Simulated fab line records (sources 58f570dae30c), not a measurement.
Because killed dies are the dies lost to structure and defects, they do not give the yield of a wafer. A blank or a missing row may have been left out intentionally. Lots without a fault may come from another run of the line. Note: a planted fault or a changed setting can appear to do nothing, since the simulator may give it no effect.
The tool behind it: which one? -- flow berkeley cmos170 -- 14 lots with 42 wafers sampled at 4 steps, on a route of 331 steps

WHAT EACH GAUGE READ, for each wafer
UCB170_SCREENOX_THK_MEAS_02. Usual: SCREENOX_OXIDE_THK gives 14.30 nm (standard deviation 0.21).
lot,measured,on,SCREENOX_OXIDE_THK (nm),flag
L926,day 5 05:04,film metro-03,14.53 14.55 14.52,
L928,day 5 12:06,film metro-03,14.07 14.00 14.49,
L927,day 5 12:07,film metro-02,14.63 14.52 14.54,
L929,day 5 19:05,film metro-03,13.85 13.88 13.89,
L931,day 5 19:07,film metro-04,14.45 14.43 14.45,
L933,day 6 06:14,film metro-04,14.39 14.30 14.29,
L935,day 6 22:40,film metro-03,14.20 14.48 14.49,
L934,day 6 22:40,film metro-02,14.20 14.19 14.10,
L936,day 7 06:21,film metro-02,14.24 14.13 14.12,
L937,day 7 12:44,film metro-04,14.49 14.61 14.32,
L940,day 8 00:34,film metro-03,14.16 14.25 14.35,
L938,day 8 00:35,film metro-04,14.20 13.90 14.13,
L947,day 10 02:16,film metro-03,14.68 14.52 14.50,
L948,day 10 02:17,film metro-04,14.22 14.21 14.17,

UCB170_PSD_TW_MEAS_10. Usual: PSD_TW gives 2338 (standard deviation 17).
lot,measured,on,PSD_TW,flag
L926,day 6 08:19,film metro-03,2339 2330 2343,
L928,day 6 16:21,film metro-02,2317 2327 2326,
L927,day 6 17:45,film metro-03,2349 2334 2341,
L929,day 6 23:01,film metro-04,2340 2351 2358,
L931,day 6 22:52,film metro-03,2343 2340 2343,
L933,day 7 16:10,film metro-03,2328 2342 2334,
L935,day 8 13:44,film metro-02,2317 2303 2325,
L934,day 8 14:01,film metro-04,2346 2340 2364,
L936,day 8 23:41,film metro-03,2340 2326 2325,
L937,day 8 23:56,film metro-02,2308 2311 2327,
L940,day 9 16:58,film metro-02,2308 2313 2315,
L938,day 9 16:37,film metro-04,2341 2344 2346,
L947,day 11 07:14,film metro-02,2334 2334 2321,
L948,day 11 07:30,film metro-03,2337 2353 2357,

UCB170_NSD_CD_MEAS_06 targets a cd of 1200 nm. Usual: cd nm at 1200.2 nm, with a standard deviation of 1.4.
lot,measured,on,cd nm (nm),flag
L926,day 6 09:46,cd sem-02,1199.5 1199.8 1199.4,
L928,day 6 19:33,cd sem-02,1200.6 1200.0 1200.7,
L927,day 6 19:49,cd sem-02,1200.9 1199.3 1200.1,
L929,day 7 00:23,cd sem-02,1201.8 1201.8 1200.9,
L931,day 7 00:07,cd sem-02,1199.5 1200.1 1199.6,
L933,day 7 17:23,cd sem-01,1200.5 1199.8 1201.1,
L935,day 8 14:49,cd sem-01,1201.4 1200.8 1201.6,
L934,day 8 15:14,cd sem-02,1200.9 1200.5 1201.1,
L936,day 9 00:54,cd sem-01,1200.3 1201.3 1199.7,
L937,day 9 01:09,cd sem-02,1200.3 1200.5 1199.1,
L940,day 9 18:32,cd sem-02,1202.9 1213.2 1212.0,OFF
L938,day 9 18:01,cd sem-01,1203.2 1209.3 1215.0,OFF
L947,day 11 08:28,cd sem-01,1198.4 1200.6 1200.2,
L948,day 11 08:58,cd sem-01,1201.9 1202.5 1203.2,

EACH LOT AND THE TOOL THAT RAN IT (in order: tool; ch and the chambers of the sampled wafers; start)
lot,UCB170_NSD_EXPOSE_03
L926,"krf scanner-01 ch 0, day 6 09:16"
L928,"krf scanner-02 ch 0, day 6 19:05"
L927,"krf scanner-01 ch 0, day 6 19:20"
L929,"krf scanner-01 ch 0, day 6 23:58"
L931,"krf scanner-02 ch 0, day 6 23:43"
L933,"krf scanner-02 ch 0, day 7 16:59"
L935,"krf scanner-01 ch 0, day 8 14:26"
L934,"krf scanner-02 ch 0, day 8 14:50"
L936,"krf scanner-01 ch 0, day 9 00:31"
L937,"krf scanner-02 ch 0, day 9 00:45"
L940,"krf scanner-01 ch 0, day 9 17:59"
L938,"krf scanner-01 ch 0, day 9 17:32"
L947,"krf scanner-02 ch 0, day 11 08:03"
L948,"krf scanner-02 ch 0, day 11 08:34"
- UCB170_NSD_EXPOSE_03: exposes mask NSELECT MOD, target cd 1200 nm.

AS READ BY THE TOOLS THEMSELVES (means over the sampled wafers that have a number; for cases with no such wafer, the mark the record gives instead)
UCB170_NSD_EXPOSE_03. Usual: reticle temp C at 22.97 C, with a standard deviation of 0.12.
lot,tool,reticle temp C (C),flag
L926,krf scanner-01,23.00,
L928,krf scanner-02,22.98,
L927,krf scanner-01,22.78,
L929,krf scanner-01,23.10,
L931,krf scanner-02,22.95,
L933,krf scanner-02,22.88,
L935,krf scanner-01,23.09,
L934,krf scanner-02,23.03,
L936,krf scanner-01,22.82,
L937,krf scanner-02,22.90,
L940,krf scanner-01,22.98,
L938,krf scanner-01,22.95,
L947,krf scanner-02,22.89,
L948,krf scanner-02,22.94,

THE ANSWER, worked out from the rows above alone
Rule: a lot is off if the mean of its wafers that have a number lies more than 3 standard deviations from the usual mean. Also off: a lot with no number at a reading for which 4 or more lots have one. All remaining lots with rows at the step are treated as sound. First the gauges in route order, then the tools' own readings, where a lot's mean is used as printed above. The first step at which some lot is off is used, and at that step the reading that is off furthest; a lot without a number counts as furthest.
Off, at UCB170_NSD_CD_MEAS_06 on cd nm: L940, L938.
If a tool, at a process step before that reading, ran all the lots that are off and no sound lot after the first of them, it fits. Those tools and the gauges at UCB170_NSD_CD_MEAS_06 are tried in the same way. One fits: krf scanner-01 at UCB170_NSD_EXPOSE_03. A fault onset in the window from L936 (day 9 00:31, its last sound lot) to L938 (day 9 17:32, its first lot off) fits.

WHAT WAS PUT IN BY THE SIMULATOR
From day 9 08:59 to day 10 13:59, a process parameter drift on krf scanner-01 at UCB170_NSD_EXPOSE_03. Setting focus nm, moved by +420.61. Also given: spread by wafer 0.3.
Shown lots that were struck: L940, L938. The rule given above showed the same thing.
